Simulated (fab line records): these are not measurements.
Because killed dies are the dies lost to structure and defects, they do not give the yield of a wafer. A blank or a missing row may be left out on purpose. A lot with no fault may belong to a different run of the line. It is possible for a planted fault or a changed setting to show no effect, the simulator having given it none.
Which of the tools did it? ; flow berkeley cmos170 ; 13 lots, 39 wafers sampled, at 3 steps of a route of 331

== WHAT THE GAUGES READ, wafer by wafer ==
UCB170_START_BOW_MEAS_00.
lot;measured;on;INCOMING_BOW (um)
L500;day 1 10:01;film metro-02;-2 -10 0
L501;day 1 15:00;film metro-04;10 5 2
L502;day 1 20:01;film metro-01;1 -2 -9
L504;day 2 06:02;film metro-04;4 1 3
L505;day 2 11:01;film metro-04;0 2 -9
L506;day 2 16:02;film metro-02;-1 -2 -8
L507;day 2 21:01;film metro-04;-1 1 4
L514;day 4 08:02;film metro-04;-4 13 -15
L517;day 4 23:01;film metro-01;4 5 2
L518;day 5 04:02;film metro-04;1 -5 -10
L521;day 5 19:00;film metro-04;2 0 -2
L522;day 6 00:01;film metro-04;4 0 1
L523;day 6 05:01;film metro-02;-2 -3 18

UCB170_NWELL_THK_MEAS_05.
lot;measured;on;NWELL_NITRIDE_THK (nm)
L500;day 2 14:55;film metro-01;225.3 223.8 223.1
L501;day 2 14:54;film metro-03;225.1 225.9 225.1
L502;day 2 14:55;film metro-04;221.6 222.4 221.0
L504;day 3 09:46;film metro-04;221.4 222.0 222.3
L505;day 3 13:31;film metro-03;220.6 221.1 222.2
L506;day 3 19:53;film metro-01;222.5 219.3 221.5
L507;day 3 19:53;film metro-03;225.8 222.1 223.9
L514;day 5 20:02;film metro-03;221.1 222.7 221.5
L517;day 5 20:05;film metro-03;223.9 224.9 224.9
L518;day 6 12:40;film metro-01;224.6 223.0 222.4
L521;day 6 19:26;film metro-03;220.6 222.3 220.2
L522;day 7 00:42;film metro-04;223.2 224.0 223.1
L523;day 7 00:42;film metro-03;221.9 223.1 221.4

UCB170_ACTIVE_OVL_MEAS_14.
lot;measured;on;ACTIVE_OVL (nm)
L500;day 5 01:37;overlay-02;1 4 2
L501;day 5 01:23;overlay-01;11 11 5
L502;day 5 01:21;overlay-02;1 5 8
L504;day 5 17:46;overlay-01;6 6 10
L505;day 6 08:35;overlay-01;0 -1 1
L506;day 6 08:19;overlay-02;1 2 7
L507;day 6 08:51;overlay-01;7 0 1
L514;day 8 05:04;overlay-01;-3 9 12
L517;day 8 05:10;overlay-02;0 -7 5
L518;day 8 12:44;overlay-01;2 3 -3
L521;day 9 04:13;overlay-02;4 3 5
L522;day 9 04:49;overlay-01;6 2 2
L523;day 9 04:07;overlay-01;0 -2 -6

== TOOL THAT RAN EACH LOT (tool first, then ch and the chambers of the sampled wafers, then the start) ==
No process step before these readings appears in the record.

== AS READ BY THE TOOLS THEMSELVES (means over the sampled wafers that have a number; for cases with no such wafer, the mark the record gives instead) ==
The record holds no such reading with a usual standard deviation.

== THE ANSWER, worked out from the rows above alone ==
Rule: usual is defined by the lots themselves. The widest of any qualifying gaps counts: lots, ordered by their means at a reading, are off when they make up no more than a third of the lots, leave a main group of 4 or more, and stand apart from it by 3 or more times the standard deviation of that group's means. Not used: any main group whose means are identical at the precision the tables above print for the reading. Also off: a lot with no number at a reading for which 4 or more lots have one. Any other lot the step has rows for is counted as sound. The gauges are gone through in route order, then the tools' own readings, and for those a lot's mean is taken as printed above. The first step at which some lot is off is used, and at that step the reading that is off furthest; a lot without a number counts as furthest.
None of the lots is off at any reading shown; this tells nothing.

== WHAT THE SIMULATOR HAD INSERTED ==
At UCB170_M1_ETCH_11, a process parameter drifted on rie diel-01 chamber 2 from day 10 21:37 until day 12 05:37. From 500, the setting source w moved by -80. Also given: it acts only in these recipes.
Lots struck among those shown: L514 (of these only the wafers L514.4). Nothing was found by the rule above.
